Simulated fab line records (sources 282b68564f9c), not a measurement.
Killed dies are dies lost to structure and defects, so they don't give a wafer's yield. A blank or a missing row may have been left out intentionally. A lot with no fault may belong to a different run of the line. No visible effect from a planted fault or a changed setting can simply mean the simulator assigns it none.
fab line records	flow rit-cmos
record: lots: 6	wafers: 18	last-day: 7
route steps=202 shown SPACER@127 NSD@131 PSD@142 SDANNEAL@153 PLDD@159 M1@202
lots that met no fault: from a run of the same line without faults
start-h: hours from the record's first day to the start of the lot's first wafer shown	wait-h: time in hours since the lot's previous step	" same as the row above	L1.1+2: a row that stands for several wafers	- no value, or no start given	* or withheld: withheld	< > ~ a bound
route shown NAME@n: names a module that has steps shown in the file, with the first one's number in the route	usual: average and standard deviation across the fault-free wafers	same: alike in all rows	chamber/n: place in a boat	sites: the reading at each site	_std_site: standard deviation across them	_edge_site: inner sites' mean taken away from outer sites' mean	radius-mm: for every site, how far away it sits from the centre of the wafer	mask NAME#n: copy n	behind: tool/chamber where the wafer was last shaped	hold: cause of the lot's hold/its duration in hours/its outcome	device: transistor that didn't switch, given as n, p or np	end of line: tests of these same wafers at the route's end	a step with no rows: only its recipe	killed: the dies lost at the first sort to structure and to defects; this is not the yield of the wafer	map: shows each die of a wafer: x if killed, . if not, _ if none is there
set.NAME: the setting that was run; set.NAME@STEP: the one run at that earlier step	model.NAME: the simulator's own value behind a step, which no gauge read
lots seen at some steps along the route; tables by step, rows by wafer
services: the hour from which a tool's chamber was out of use, counted from the record's first day as start-h (under 0 if before that day), plus the number of hours and why
== steps ==
step: RIT_SPACER_CLEAN_02
recipe: chemistry: SC2	mix: 3:3:50	time-s: 600	temp-c: 75	dry: n2-spin
step: RIT_SPACER_CVD_03
recipe: material: Si3N4	target-thk-nm: 250	temp-c: 810	precursor: SiH2Cl2/NH3	time-s: 3300	pressure-mtorr: 300	sih2cl2-flow-sccm: 60	nh3-flow-sccm: 150
step: RIT_SPACER_THK_MEAS_04
recipe: reads: Si3N4_of_SPACER_CVD_03
usual: SPACER_NITRIDE_THK: 249.9/2.1
lot.wafer	tool	chamber	start-h	wait-h	SPACER_NITRIDE_THK[nm]
L725.1	film-metro-01	-	56.62	0.0	251.0
L725.3	"	-	"	"	250.4
L725.6	"	-	"	"	250.4
L729.1	film-metro-02	-	76.37	0.0	251.2
L729.2	"	-	"	"	249.5
L729.3	"	-	"	"	246.8
L732.2	film-metro-02	-	96.09	0.0	244.6
L732.4	"	-	"	"	245.5
L732.6	"	-	"	"	243.9
L734.1	film-metro-02	-	106.17	0.0	250.2
L734.3	"	-	"	"	252.0
L734.5	"	-	"	"	251.2
L736.2	film-metro-02	-	122.64	0.0	249.3
L736.3	"	-	"	"	248.5
L736.6	"	-	"	"	247.6
L742.1	film-metro-01	-	145.76	0.0	247.7
L742.2	"	-	"	"	250.3
L742.3	"	-	"	"	251.5
step: RIT_SPACER_ETCHBACK_05
recipe: target-depth-a: 2500	SF6_flow_sccm: 30	CHF3_flow_sccm: 30	target: Si3N4	chemistry: SF6/CHF3	pressure-mtorr: 40	rf-w: 250	time-s: 240	stop-on: SiO2
usual: CHF3_flow_sccm: 30.00/0.081	drypump-motor-current-A: 5.7/0.36	oes-product-au: 0.842/0.012	throttle-valve-pct: 10.30/0.14
lot.wafer	tool	chamber	start-h	wait-h	CHF3_flow_sccm	drypump-motor-current-A	oes-product-au	rf-hours-counter-h	throttle-valve-pct
L725.1	rie-diel-01	0	56.68	0.1	30.15	5.7	0.826	79	10.12
L725.3	"	2	"	"	29.98	5.8	0.853	70	10.48
L725.6	"	2	"	"	29.99	5.7	0.841	-	10.48
L729.1	rie-diel-01	1	76.43	0.1	30.14	5.8	0.859	151	10.22
L729.2	"	0	"	"	30.01	5.7	0.817	80	10.11
L729.3	"	3	"	"	30.13	5.4	0.821	93	10.31
L732.2	rie-diel-01	2	96.14	0.0	29.92	5.7	0.830	71	10.47
L732.4	"	3	"	"	29.87	5.4	0.817	94	10.30
L732.6	"	3	"	"	29.89	5.4	0.816	-	10.31
L734.1	rie-diel-01	3	106.23	0.1	30.01	5.4	0.836	94	10.31
L734.3	"	0	"	"	30.01	5.7	0.829	80	10.11
L734.5	"	0	"	"	29.95	5.7	0.834	-	10.12
L736.2	rie-diel-01	0	122.69	0.0	29.98	5.7	0.823	80	10.13
L736.3	"	2	"	"	30.01	5.8	0.845	71	10.47
L736.6	"	2	"	"	29.90	5.7	0.840	-	10.47
L742.1	rie-diel-01	2	145.82	0.1	30.03	5.8	0.842	72	10.46
L742.2	"	3	"	"	30.02	5.3	0.834	95	10.31
L742.3	"	0	"	"	30.07	5.7	0.833	81	10.11
step: RIT_NSD_HMDS_00
recipe: prime-time-s: 60	prime-temp-c: 140
step: RIT_NSD_COAT_01
recipe: resist: NOVOLAK	spin-rpm: 3250	resist-thk-nm: 1000
step: RIT_NSD_SOFTBAKE_02
recipe: resist: NOVOLAK	temp-c: 90	time-s: 60
step: RIT_NSD_EXPOSE_03
recipe: mask-id: M9	na: 0.57	target-cd-nm: 40700	dose-mj: 250
step: RIT_NSD_PEB_04
recipe: resist: NOVOLAK	temp-c: withheld	time-s: withheld
step: RIT_NSD_DEVELOP_05
recipe: resist: NOVOLAK	develop-time-s: 50	dev-temp-c: 23
step: RIT_NSD_OVL_MEAS_06
usual: NSD_OVL: -0.4/1.1
lot.wafer	tool	chamber	start-h	wait-h	NSD_OVL[nm]
L725.1	overlay-01	-	57.68	-	-1.1
L725.3	"	-	"	"	-1.1
L725.6	"	-	"	"	-0.1
L729.1	overlay-01	-	77.43	-	-0.7
L729.2	"	-	"	"	-0.3
L729.3	"	-	"	"	-0.9
L732.2	overlay-01	-	97.27	-	-2.6
L732.4	"	-	"	"	-1.1
L732.6	"	-	"	"	-2.3
L734.1	overlay-01	-	107.35	-	-0.6
L734.3	"	-	"	"	-1.0
L734.5	"	-	"	"	-0.3
L736.2	overlay-01	-	123.78	-	-0.5
L736.3	"	-	"	"	0.4
L736.6	"	-	"	"	0.0
L742.1	overlay-02	-	146.95	-	0.9
L742.2	"	-	"	"	0.0
L742.3	"	-	"	"	1.3
step: RIT_NSD_HARDBAKE_07
recipe: resist: NOVOLAK	temp-c: 140	time-s: 60
step: RIT_NSD_IMPLANT_08
recipe: species: P	energy-kev: 25	dose-cm2: 1e+15	tilt-deg: 7
usual: dose-ions-cm2: 9.999e+14/1.1e+12	end-station-pressure-torr: 7.5e-06/4e-07
lot.wafer	tool	chamber	start-h	wait-h	dose-ions-cm2	end-station-pressure-torr
L725.1	implanter-03	0	57.87	0.1	9.988e+14	7.3e-06
L725.3	"	0	"	"	9.997e+14	7.7e-06
L725.6	"	0	"	"	9.988e+14	6.8e-06
L729.1	implanter-01	0	77.63	0.1	9.994e+14	7.3e-06
L729.2	"	0	"	"	1.0001e+15	8.2e-06
L729.3	"	0	"	"	9.993e+14	7.8e-06
L732.2	implanter-01	0	97.58	0.1	9.851e+14	7.7e-06
L732.4	"	0	"	"	9.856e+14	7.4e-06
L732.6	"	0	"	"	9.858e+14	7.2e-06
L734.1	implanter-03	0	107.54	0.1	9.982e+14	7.2e-06
L734.3	"	0	"	"	9.985e+14	7.3e-06
L734.5	"	0	"	"	9.983e+14	7.3e-06
L736.2	implanter-01	0	123.99	0.1	9.845e+14	7.6e-06
L736.3	"	0	"	"	9.831e+14	7.3e-06
L736.6	"	0	"	"	9.848e+14	7.2e-06
L742.1	implanter-03	0	147.13	0.1	9.994e+14	6.8e-06
L742.2	"	0	"	"	9.973e+14	7.6e-06
L742.3	"	0	"	"	9.996e+14	7.4e-06
step: RIT_NSD_STRIP_09
recipe: chemistry: O2	time-s: 180	resist: NOVOLAK	platen-temp-c: withheld	power-w: 500	pressure-mtorr: 4000	o2-flow-sccm: 4000
usual: drypump-motor-current-A: 5.7/0.49
lot.wafer	tool	chamber	start-h	wait-h	drypump-motor-current-A	rf-hours-counter-h
L725.1	plasma-asher-04	0	58.02	0.1	5.9	42
L725.3	"	0	"	"	5.9	-
L725.6	"	1	"	"	6.2	-
L729.1	plasma-asher-02	1	77.78	0.1	5.1	27
L729.2	"	0	"	"	6.1	27
L729.3	"	0	"	"	6.1	-
L732.2	plasma-asher-03	1	97.71	0.1	6.1	46
L732.4	"	1	"	"	6.1	-
L732.6	"	1	"	"	6.1	-
L734.1	plasma-asher-03	1	107.69	0.1	6.1	47
L734.3	"	0	"	"	5.1	-
L734.5	"	1	"	"	6.1	-
L736.2	plasma-asher-04	1	124.11	0.1	6.3	1
L736.3	"	1	"	"	6.3	-
L736.6	"	0	"	"	5.9	-
L742.1	plasma-asher-03	1	147.28	0.1	6.1	52
L742.2	"	0	"	"	5.1	52
L742.3	"	1	"	"	6.1	-
step: RIT_NSD_TW_MEAS_10
usual: NSD_TW: 3134/23
lot.wafer	tool	chamber	start-h	wait-h	NSD_TW
L725.1	film-metro-01	-	58.19	0.1	3133
L725.3	"	-	"	"	3113
L725.6	"	-	"	"	3137
L729.1	film-metro-04	-	77.95	0.1	3168
L729.2	"	-	"	"	3176
L729.3	"	-	"	"	3155
L732.2	film-metro-03	-	97.89	0.1	3119
L732.4	"	-	"	"	3117
L732.6	"	-	"	"	3108
L734.1	film-metro-03	-	107.86	0.1	3129
L734.3	"	-	"	"	3128
L734.5	"	-	"	"	3130
L736.2	film-metro-04	-	124.30	0.1	3166
L736.3	"	-	"	"	3134
L736.6	"	-	"	"	3159
L742.1	film-metro-01	-	147.46	0.1	3124
L742.2	"	-	"	"	3133
L742.3	"	-	"	"	3123
step: RIT_PSD_HMDS_00
recipe: prime-time-s: 60	prime-temp-c: 140
step: RIT_PSD_COAT_01
recipe: resist: NOVOLAK	spin-rpm: 3250	resist-thk-nm: 1000
step: RIT_PSD_SOFTBAKE_02
recipe: resist: NOVOLAK	temp-c: 90	time-s: 60
step: RIT_PSD_EXPOSE_03
recipe: mask-id: M10	na: 0.57	target-cd-nm: 40900	dose-mj: 250
step: RIT_PSD_PEB_04
recipe: resist: NOVOLAK	temp-c: withheld	time-s: withheld
step: RIT_PSD_DEVELOP_05
recipe: resist: NOVOLAK	develop-time-s: 50	dev-temp-c: 23
step: RIT_PSD_OVL_MEAS_06
usual: PSD_OVL: -1.2/1.2
lot.wafer	tool	chamber	start-h	wait-h	PSD_OVL[nm]
L725.1	overlay-02	-	59.23	-	-2.2
L725.3	"	-	"	"	-1.3
L725.6	"	-	"	"	-2.1
L729.1	overlay-01	-	78.99	-	-0.4
L729.2	"	-	"	"	-0.9
L729.3	"	-	"	"	0.1
L732.2	overlay-01	-	98.81	-	0.0
L732.4	"	-	"	"	-0.8
L732.6	"	-	"	"	-0.4
L734.1	overlay-02	-	108.77	-	-2.7
L734.3	"	-	"	"	-2.1
L734.5	"	-	"	"	-2.5
L736.2	overlay-01	-	125.20	-	-2.3
L736.3	"	-	"	"	-0.6
L736.6	"	-	"	"	-1.0
L742.1	overlay-01	-	148.37	-	-1.4
L742.2	"	-	"	"	-0.3
L742.3	"	-	"	"	-1.2
step: RIT_PSD_HARDBAKE_07
recipe: resist: NOVOLAK	temp-c: 140	time-s: 60
step: RIT_PSD_IMPLANT_08
recipe: species: BF2	energy-kev: 27	dose-cm2: 5e+15	tilt-deg: 7
step: RIT_PSD_STRIP_09
recipe: chemistry: O2	time-s: 180	resist: NOVOLAK	platen-temp-c: withheld	power-w: 500	pressure-mtorr: 4000	o2-flow-sccm: 4000
usual: drypump-motor-current-A: 5.6/0.45
lot.wafer	tool	chamber	start-h	wait-h	drypump-motor-current-A	rf-hours-counter-h
L725.1	plasma-asher-03	0	59.57	0.1	5.2	43
L725.3	"	1	"	"	6.1	-
L725.6	"	0	"	"	5.2	-
L729.1	plasma-asher-03	0	79.32	0.1	5.2	45
L729.2	"	1	"	"	6.1	45
L729.3	"	1	"	"	6.1	-
L732.2	plasma-asher-02	1	99.14	0.1	5.1	29
L732.4	"	0	"	"	6.2	-
L732.6	"	1	"	"	5.1	-
L734.1	plasma-asher-03	1	109.11	0.1	6.1	47
L734.3	"	1	"	"	6.1	-
L734.5	"	0	"	"	5.1	-
L736.2	plasma-asher-01	0	125.53	0.1	5.6	48
L736.3	"	1	"	"	5.9	-
L736.6	"	1	"	"	5.9	-
L742.1	plasma-asher-02	0	148.71	0.1	6.1	35
L742.2	"	1	"	"	5.1	35
L742.3	"	0	"	"	6.2	-
step: RIT_PSD_TW_MEAS_10
usual: PSD_TW: 3446/26
lot.wafer	tool	chamber	start-h	wait-h	PSD_TW
L725.1	film-metro-01	-	59.74	0.1	3428
L725.3	"	-	"	"	3443
L725.6	"	-	"	"	3450
L729.1	film-metro-04	-	79.50	0.1	3478
L729.2	"	-	"	"	3486
L729.3	"	-	"	"	3496
L732.2	film-metro-03	-	99.32	0.1	3436
L732.4	"	-	"	"	3452
L732.6	"	-	"	"	3428
L734.1	film-metro-01	-	109.28	0.1	3433
L734.3	"	-	"	"	3442
L734.5	"	-	"	"	3436
L736.2	film-metro-04	-	125.72	0.1	3472
L736.3	"	-	"	"	3473
L736.6	"	-	"	"	3472
L742.1	film-metro-01	-	148.88	0.1	3437
L742.2	"	-	"	"	3449
L742.3	"	-	"	"	3425
step: RIT_SDANNEAL_CLEAN_00
recipe: chemistry: SC1	mix: 3:3:50	time-s: 600	temp-c: 75
step: RIT_SDANNEAL_CLEAN_01
recipe: chemistry: dHF	dilution: 50:1	time-s: 30
step: RIT_SDANNEAL_CLEAN_02
recipe: chemistry: SC2	mix: 3:3:50	time-s: 600	temp-c: 75	dry: n2-spin
step: RIT_SDANNEAL_RTA_03
recipe: temp-c: 1050	time-s: 5	idle-temp-c: 600	ramp-up-c-per-s: 342	ramp-down-c-per-s: 171	cool-to-c: 600	ambient: N2
usual: wafer_temp_C_max: 1053.7/1.3
lot.wafer	tool	chamber	start-h	wait-h	wafer_temp_C_max
L725.1	rtp-anneal-02	0	60.19	0.0	1054.0
L725.3	"	0	"	"	1052.1
L725.6	"	0	"	"	1053.4
L729.1	rtp-anneal-02	0	79.92	0.0	1052.2
L729.2	"	0	"	"	1053.4
L729.3	"	0	"	"	1054.0
L732.2	rtp-anneal-01	0	99.75	0.0	1052.8
L732.4	"	0	"	"	1055.5
L732.6	"	0	"	"	1051.5
L734.1	rtp-anneal-02	0	109.71	0.0	1054.4
L734.3	"	0	"	"	1054.1
L734.5	"	0	"	"	1053.2
L736.2	rtp-anneal-01	0	126.14	0.0	1053.8
L736.3	"	0	"	"	1054.4
L736.6	"	0	"	"	1052.5
L742.1	rtp-anneal-01	0	149.48	0.0	1052.8
L742.2	"	0	"	"	1052.5
L742.3	"	0	"	"	1052.9
step: RIT_SDANNEAL_RS_MEAS_04
recipe: thk-meas-gauge: four-point-probe
usual: PSD_RS: 115.90/0.26
lot.wafer	tool	chamber	start-h	wait-h	PSD_RS[ohm/sq]
L725.1	film-metro-04	-	60.25	0.0	116.03
L725.3	"	-	"	"	116.01
L725.6	"	-	"	"	116.16
L729.1	film-metro-01	-	79.98	0.0	116.15
L729.2	"	-	"	"	115.82
L729.3	"	-	"	"	115.60
L732.2	film-metro-03	-	99.82	0.1	115.92
L732.4	"	-	"	"	115.71
L732.6	"	-	"	"	115.65
L734.1	film-metro-04	-	109.77	0.0	116.15
L734.3	"	-	"	"	115.93
L734.5	"	-	"	"	116.00
L736.2	film-metro-04	-	126.21	0.1	115.77
L736.3	"	-	"	"	116.03
L736.6	"	-	"	"	115.79
L742.1	film-metro-01	-	149.54	0.0	115.99
L742.2	"	-	"	"	115.93
L742.3	"	-	"	"	115.69
step: RIT_SDANNEAL_RS_MEAS_05
recipe: thk-meas-gauge: four-point-probe
usual: NSD_RS: 84.62/0.27
lot.wafer	tool	chamber	start-h	wait-h	NSD_RS[ohm/sq]
L725.1	film-metro-04	-	60.37	0.1	84.92
L725.3	"	-	"	"	84.68
L725.6	"	-	"	"	84.79
L729.1	film-metro-01	-	80.10	0.1	84.67
L729.2	"	-	"	"	84.76
L729.3	"	-	"	"	84.43
L732.2	film-metro-03	-	99.94	0.1	85.91
L732.4	"	-	"	"	85.80
L732.6	"	-	"	"	85.90
L734.1	film-metro-04	-	109.89	0.1	84.92
L734.3	"	-	"	"	84.92
L734.5	"	-	"	"	84.57
L736.2	film-metro-04	-	126.33	0.1	85.31
L736.3	"	-	"	"	85.55
L736.6	"	-	"	"	85.30
L742.1	film-metro-01	-	149.66	0.1	84.93
L742.2	"	-	"	"	84.90
L742.3	"	-	"	"	84.55
step: RIT_SDANNEAL_RS_MEAS_06
recipe: thk-meas-gauge: four-point-probe
usual: PLDD_RS: 178.7/0.43
lot.wafer	tool	chamber	start-h	wait-h	PLDD_RS[ohm/sq]
L725.1	film-metro-04	-	60.49	0.1	178.4
L725.3	"	-	"	"	178.5
L725.6	"	-	"	"	178.5
L729.1	film-metro-01	-	80.22	0.1	178.8
L729.2	"	-	"	"	178.7
L729.3	"	-	"	"	178.7
L732.2	film-metro-03	-	100.06	0.1	179.0
L732.4	"	-	"	"	178.7
L732.6	"	-	"	"	178.3
L734.1	film-metro-04	-	110.01	0.1	179.2
L734.3	"	-	"	"	178.6
L734.5	"	-	"	"	178.9
L736.2	film-metro-04	-	126.45	0.1	179.0
L736.3	"	-	"	"	179.1
L736.6	"	-	"	"	179.5
L742.1	film-metro-01	-	149.78	0.1	177.9
L742.2	"	-	"	"	178.2
L742.3	"	-	"	"	178.0
step: RIT_M1_PROBE_99
usual: killed-at-contacts: 0.1/0.23	killed-at-front-end: 7/3	killed-dies: 7/3.1	killed-open: 3.3/2.1	killed-short: 3.3/2
same: gross-dies: 264	killed_at_M0_to_M3: 0	killed_at_M4_up: 0	killed-at-back-side: 0	killed-at-other: 0
lot.wafer	tool	chamber	start-h	wait-h	killed-at-contacts	killed-at-front-end	killed-dies	killed-open	killed-short
L725.1	prober-02	-	67.64	0.1	0	4	4	2	2
L725.3	prober-02	-	67.74	0.2	0	5	5	3	2
L725.6	prober-02	-	67.89	0.2	0	9	9	4	5
L729.1	prober-02	-	92.31	0.1	0	2	2	1	1
L729.2	prober-02	-	92.36	0.1	0	13	13	5	8
L729.3	prober-02	-	92.41	0.2	0	5	5	3	2
L732.2	prober-01	-	107.93	0.1	0	7	7	5	2
L732.4	prober-01	-	108.03	0.2	0	7	7	1	6
L732.6	prober-01	-	108.13	0.2	0	8	8	4	4
L734.1	prober-02	-	118.44	0.1	0	2	2	1	1
L734.3	prober-02	-	118.54	0.2	0	4	4	2	2
L734.5	prober-02	-	118.64	0.2	0	4	4	2	2
L736.2	prober-01	-	134.02	0.1	0	5	5	3	2
L736.3	prober-01	-	134.07	0.2	0	9	9	2	7
L736.6	prober-01	-	134.22	0.2	0	6	6	5	1
L742.1	prober-01	-	157.19	0.1	0	4	4	3	1
L742.2	prober-01	-	157.24	0.1	1	6	7	5	2
L742.3	prober-01	-	157.29	0.2	0	9	9	5	4
killed by level:class
L725.1 GATE:geometric-particle:short=2 GATE:geometric-particle:open=1 REOX:geometric-particle:open=1
L725.3 GATE:geometric-particle:open=2 FOX1:geometric-particle:short=1 REOX:geometric-particle:open=1 REOX:geometric-particle:short=1
L725.6 GATE:geometric-particle:open=3 GATE:geometric-particle:short=2 REOX:geometric-particle:short=2 FOX1:geometric-particle:short=1 SILICIDE:geometric-particle:open=1
L729.1 FOX1:geometric-particle:short=1 GATE:geometric-particle:open=1
L729.2 GATE:geometric-particle:short=4 FOX1:geometric-particle:short=2 FOX2:geometric-particle:open=2 SILICIDE:geometric-particle:open=2 FOX2:geometric-particle:short=1 GATE:geometric-particle:open=1 SPACER:geometric-particle:short=1
L729.3 SILICIDE:geometric-particle:open=2 FOX1:geometric-particle:open=1 REOX:geometric-particle:short=1 SILICIDE:geometric-particle:short=1
L732.2 FOX1:geometric-particle:open=2 SPACER:geometric-particle:open=2 FOX1:geometric-particle:short=1 GATE:geometric-particle:open=1 SPACER:geometric-particle:short=1
L732.4 FOX1:geometric-particle:short=3 SPACER:geometric-particle:short=2 REOX:geometric-particle:open=1 SILICIDE:geometric-particle:short=1
L732.6 GATE:geometric-particle:open=3 FOX1:geometric-particle:short=1 FOX1:geometric-particle:open=1 FOX2:geometric-particle:short=1 SPACER:geometric-particle:short=1 SILICIDE:geometric-particle:short=1
L734.1 FOX2:geometric-particle:short=1 REOX:geometric-particle:open=1
L734.3 FOX1:geometric-particle:open=1 FOX2:geometric-particle:short=1 REOX:geometric-particle:open=1 SPACER:geometric-particle:short=1
L734.5 GATE:geometric-particle:open=2 SPACER:geometric-particle:short=1 SILICIDE:geometric-particle:short=1
L736.2 FOX1:geometric-particle:short=1 FOX2:geometric-particle:open=1 GATE:geometric-particle:short=1 GATE:geometric-particle:open=1 SPACER:geometric-particle:open=1
L736.3 GATE:geometric-particle:short=3 FOX2:geometric-particle:short=2 REOX:geometric-particle:open=2 FOX1:geometric-particle:short=1 SILICIDE:geometric-particle:short=1
L736.6 REOX:geometric-particle:open=3 FOX1:geometric-particle:open=1 FOX2:geometric-particle:short=1 FOX2:geometric-particle:open=1
L742.1 FOX2:geometric-particle:open=2 FOX1:geometric-particle:short=1 GATE:geometric-particle:open=1
L742.2 SPACER:geometric-particle:open=2 FOX1:geometric-particle:short=1 FOX1:geometric-particle:open=1 SPACER:geometric-particle:short=1 SILICIDE:geometric-particle:open=1 CONTACT:geometric-particle:open=1
L742.3 GATE:geometric-particle:short=2 GATE:geometric-particle:open=2 REOX:geometric-particle:short=2 REOX:geometric-particle:open=1 SPACER:geometric-particle:open=1 SILICIDE:geometric-particle:open=1
== services ==
tool	chamber	start-h	hours	kind
rie-diel-01	3	55.12	1.8	repair
plasma-asher-04	-	71.89	1.8	repair
plasma-asher-03	-	86.78	4.0	pm
plasma-asher-04	-	108.75	9.0	pm
plasma-asher-04	0	108.75	9.0	vent-cycle
plasma-asher-04	1	108.75	9.0	vent-cycle
rtp-anneal-01	-	109.23	1.1	pm
plasma-asher-04	0	117.75	-	clean
plasma-asher-04	1	117.75	-	clean
implanter-03	-	120.14	0.5	repair
implanter-01	-	123.12	0.5	repair
plasma-asher-04	-	126.51	5.2	repair
rie-diel-01	1	135.40	-	clean
rie-diel-01	1	135.40	14.6	scheduled-down
rie-diel-01	1	135.40	14.6	vent-cycle
== key ==
first-sign: step: RIT_NSD_IMPLANT_08	reading: dose-ions-cm2	direction: down	sigmas: 13	usual: 9.999e+14	struck: 9.848e+14
effect: step: RIT_SDANNEAL_RS_MEAS_05	reading: NSD_RS	direction: up	sigmas: 3.7	usual: 84.62	struck: 85.63
met-at RIT_NSD_IMPLANT_08
struck-wafers L732.2,L732.4,L732.6,L736.2,L736.3,L736.6
tester-left-out L732,L736
onset-between 77.63 97.58
fault: kind: process-parameter-drift	tool: implanter-01	chamber: -	onset-h: 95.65	steps: RIT_NSD_IMPLANT_08	channel: dose-cm2	offset: -1.5107e+13	shape: step	end-h: 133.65	acts-in: these-recipes-only	stated: 1e+15
tester-left-out: of these lots the tester's yield and bins aren't shown, on N5 and GAA mostly nor the transistor test; their killed dies are dies lost to structure and defects alone, not to doping, threshold or leakage, so they don't give the yield
